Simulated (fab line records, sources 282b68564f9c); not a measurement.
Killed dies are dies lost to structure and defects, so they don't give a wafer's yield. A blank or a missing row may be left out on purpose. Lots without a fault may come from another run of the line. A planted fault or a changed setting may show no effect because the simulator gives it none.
Which tool did it? | flow rit_cmos | 14 lots, 42 wafers sampled, at 3 steps of a route of 202

WHAT THE GAUGES READ, wafer by wafer
RIT_M1_CD_MEAS_09: target cd 2600 nm. Usual: cd_nm 2599.5 nm, standard deviation 1.9.
lot  | measured    | on        | cd_nm (nm)           | flag
L764 | day 3 08:00 | cd_sem-02 | 2600.7 2600.5 2600.7 |
L765 | day 3 12:41 | cd_sem-01 | 2604.9 2602.9 2603.5 |
L770 | day 4 18:50 | cd_sem-02 | 2597.4 2598.8 2599.6 |
L771 | day 4 23:35 | cd_sem-02 | 2601.3 2598.6 2600.3 |
L772 | day 5 07:07 | cd_sem-02 | 2599.6 2601.2 2600.7 |
L773 | day 5 12:11 | cd_sem-02 | 2600.5 2596.6 2597.3 |
L774 | day 5 18:51 | cd_sem-01 | 2601.8 2600.8 2600.9 |
L775 | day 5 21:04 | cd_sem-02 | 2601.0 2600.9 2599.6 |
L776 | day 5 23:41 | cd_sem-02 | 2597.8 2597.9 2595.1 |
L777 | day 6 06:16 | cd_sem-02 | 2598.1 2598.4 2597.9 |
L779 | day 6 21:05 | cd_sem-01 | 2599.3 2600.3 2601.2 |
L780 | day 7 05:34 | cd_sem-02 | 2600.2 2599.8 2598.9 |

WHICH TOOL RAN EACH LOT (tool, then ch and the chambers of the sampled wafers, then the start)
lot  | RIT_SILICIDE_RTA_06             | RIT_CONTACT_ETCH_11
L764 | rtp_anneal-02 ch 0, day 3 04:13 | rie_diel-02 ch 1,3, day 3 05:47
L765 | rtp_anneal-01 ch 0, day 3 09:01 | rie_diel-04 ch 0,1,2, day 3 10:28
L770 | rtp_anneal-02 ch 0, day 4 14:39 | rie_diel-02 ch 2,3, day 4 16:27
L771 | rtp_anneal-01 ch 0, day 4 19:47 | rie_diel-04 ch 0,1,2, day 4 21:21
L772 | rtp_anneal-02 ch 0, day 5 03:08 | rie_diel-04 ch 0,1,2, day 5 04:47
L773 | rtp_anneal-01 ch 0, day 5 08:23 | rie_diel-02 ch 0,2,3, day 5 09:49
L774 | rtp_anneal-02 ch 0, day 5 14:52 | rie_diel-04 ch 1,3, day 5 16:25
L775 | rtp_anneal-01 ch 0, day 5 17:24 | rie_diel-01 ch 0,1,2, day 5 18:49
L776 | rtp_anneal-02 ch 0, day 5 19:49 | rie_diel-02 ch 0,1,3, day 5 21:29
L777 | rtp_anneal-01 ch 0, day 6 02:30 | rie_diel-02 ch 0,1,3, day 6 04:04
L779 | rtp_anneal-01 ch 0, day 6 17:10 | rie_diel-04 ch 1,3, day 6 18:44
L780 | rtp_anneal-02 ch 0, day 7 01:37 | rie_diel-04 ch 0,2,3, day 7 03:21
L781 | rtp_anneal-02 ch 0, day 7 15:06 | rie_diel-04 ch 2,3, day 7 16:52
L786 | rtp_anneal-01 ch 0, day 8 18:18 | rie_diel-04 ch 1,3, day 8 20:03
- RIT_SILICIDE_RTA_06: time 10 s, ramp up 5 s, ramp down 10 s.
- RIT_CONTACT_ETCH_11: etches SiO2 in CHF3/CF4/Ar, stops on TiSi2, target depth 480 nm, time 320 s.

WHAT THE TOOLS THEMSELVES READ (means of the sampled wafers that have a number; where no wafer has one, the mark that the record gives instead)
RIT_SILICIDE_RTA_06. Usual: wafer_temp_C_max 754.1, standard deviation 1.5.
lot  | tool          | wafer_temp_C_max | flag
L764 | rtp_anneal-02 | 755.2            |
L765 | rtp_anneal-01 | 752.7            |
L770 | rtp_anneal-02 | 755.8            |
L771 | rtp_anneal-01 | 752.2            |
L772 | rtp_anneal-02 | 755.3            |
L773 | rtp_anneal-01 | 753.0            |
L774 | rtp_anneal-02 | 755.5            |
L775 | rtp_anneal-01 | 753.2            |
L776 | rtp_anneal-02 | 755.3            |
L777 | rtp_anneal-01 | 752.8            |
L779 | rtp_anneal-01 | 753.1            |
L780 | rtp_anneal-02 | 756.3            |
L781 | rtp_anneal-02 | 755.4            |
L786 | rtp_anneal-01 | 753.3            |

RIT_CONTACT_ETCH_11. Usual: drypump_motor_current_A 5.9 A, standard deviation 0.5; oes_product_au 0.985 a.u., standard deviation 0.013; throttle_valve_pct 8.88 %, standard deviation 0.13.
lot  | tool        | drypump_motor_current_A (A) | oes_product_au (a.u.) | throttle_valve_pct (%) | flag
L764 | rie_diel-02 | 6.1                         | 0.980                 | 9.01                   |
L765 | rie_diel-04 | 5.9                         | 0.989                 | 8.84                   |
L770 | rie_diel-02 | 6.2                         | 0.971                 | 8.83                   |
L771 | rie_diel-04 | 5.9                         | 0.988                 | 8.84                   |
L772 | rie_diel-04 | 5.9                         | 0.991                 | 8.84                   |
L773 | rie_diel-02 | 6.0                         | 0.977                 | 8.76                   |
L774 | rie_diel-04 | 5.4                         | 0.982                 | 8.92                   |
L775 | rie_diel-01 | 5.9                         | 0.999                 | 8.85                   |
L776 | rie_diel-02 | 6.1                         | 0.977                 | 8.89                   |
L777 | rie_diel-02 | 6.1                         | 0.977                 | 8.90                   |
L779 | rie_diel-04 | 5.5                         | 0.975                 | 8.97                   |
L780 | rie_diel-04 | 6.0                         | 0.988                 | 8.89                   |
L781 | rie_diel-04 | 5.9                         | 0.975                 | 9.02                   |
L786 | rie_diel-04 | 5.5                         | 0.975                 | 8.98                   |

THE ANSWER, worked out from the rows above alone
Rule: a lot is off if the mean of its wafers that have a number lies more than 3 standard deviations from the usual mean. A lot without any number at a reading at which 4 lots or more have one is off too. The other lots that the step has rows for count as sound. The gauges are gone through in route order, then the tools' own readings, and for those a lot's mean is taken as printed above. The first step at which some lot is off is used, and at that step the reading that is off furthest; a lot without a number counts as furthest.
No lot is off at any reading shown: from this, nothing can be told.

WHAT THE SIMULATOR HAD PUT IN
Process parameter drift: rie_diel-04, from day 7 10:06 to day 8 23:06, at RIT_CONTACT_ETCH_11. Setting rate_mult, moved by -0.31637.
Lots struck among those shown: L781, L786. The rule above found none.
